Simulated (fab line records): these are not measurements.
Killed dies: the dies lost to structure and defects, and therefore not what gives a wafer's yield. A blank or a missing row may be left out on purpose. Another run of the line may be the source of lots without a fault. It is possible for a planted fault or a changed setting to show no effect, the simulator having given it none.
2 desks looking at one fault ; flow rit cmos ; every desk sees just its own numbers, and what lay behind them comes last

## THE METROLOGY DESK
Lot by lot, what the gauges showed, no matter which tool ran the lot: averages of those sampled wafers that carry a number. Any lot whose mean is over 4 standard deviations away from the usual mean is out of limits and marked OUT; that distance is given in the brackets.
Columns: A = NSD_TW at RIT_NSD_TW_MEAS_10, usual 3112; B = PSD_OVL at RIT_PSD_OVL_MEAS_06, usual -0.1 nm
lot;first seen here;A;B
L433;day 4 07:44;3097;-0.1
L437;day 4 19:08;3110;-0.6
L445;day 6 07:44;3121;-0.8
L446;day 6 11:23;3101;-0.3
L449;day 7 05:52;3120;-1.1
L453;day 7 23:25;3110;-1.4
This desk's verdict: no lot among the 6 shows anything out of limits.

## FOR THE TOOL OWNER'S DESK: implanter-01
The tool's own readings at RIT_PSD_IMPLANT_08, given as means over the sampled wafers that have a number, one for each lot that went through this tool. Any lot whose mean is over 4 standard deviations away from the usual mean is out of limits and marked OUT; that distance is given in the brackets.
Columns: A = beam energy keV at RIT_PSD_IMPLANT_08, usual 27.000; B = dose ions cm2 at RIT_PSD_IMPLANT_08, usual 5e+15; C = faraday current uA at RIT_PSD_IMPLANT_08, usual 13812
lot;first seen here;A;B;C
L433;day 4 09:13;26.995;5e+15;12965
L445;day 6 08:59;27.000;5e+15 (+87) OUT;12974
L446;day 6 12:44;27.002;5e+15 (+87) OUT;12937
This desk's finding: out of limits on L445, L446; first on L445, day 6 08:59 (dose ions cm2 at RIT_PSD_IMPLANT_08). In limits: L433.

## ALL TOGETHER
The tool owner's desk had the chance to raise an alarm at day 6 08:59 on L445, L446.
At the metrology desk, nothing out of limits was observed.
The metrology desk holds a record of L445, L446, inside its limits.
The lots listed all ran RIT_PSD_IMPLANT_08 on implanter-01.

## WHAT HAD BEEN PUT IN BY THE SIMULATOR
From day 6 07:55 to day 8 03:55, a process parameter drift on implanter-01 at RIT_PSD_IMPLANT_08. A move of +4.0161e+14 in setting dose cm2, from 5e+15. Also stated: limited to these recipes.
Shown lots that were struck: L445, L446.
Delay in hours, fault start to first out-of-limits reading, by desk: the tool owner's desk at 1.
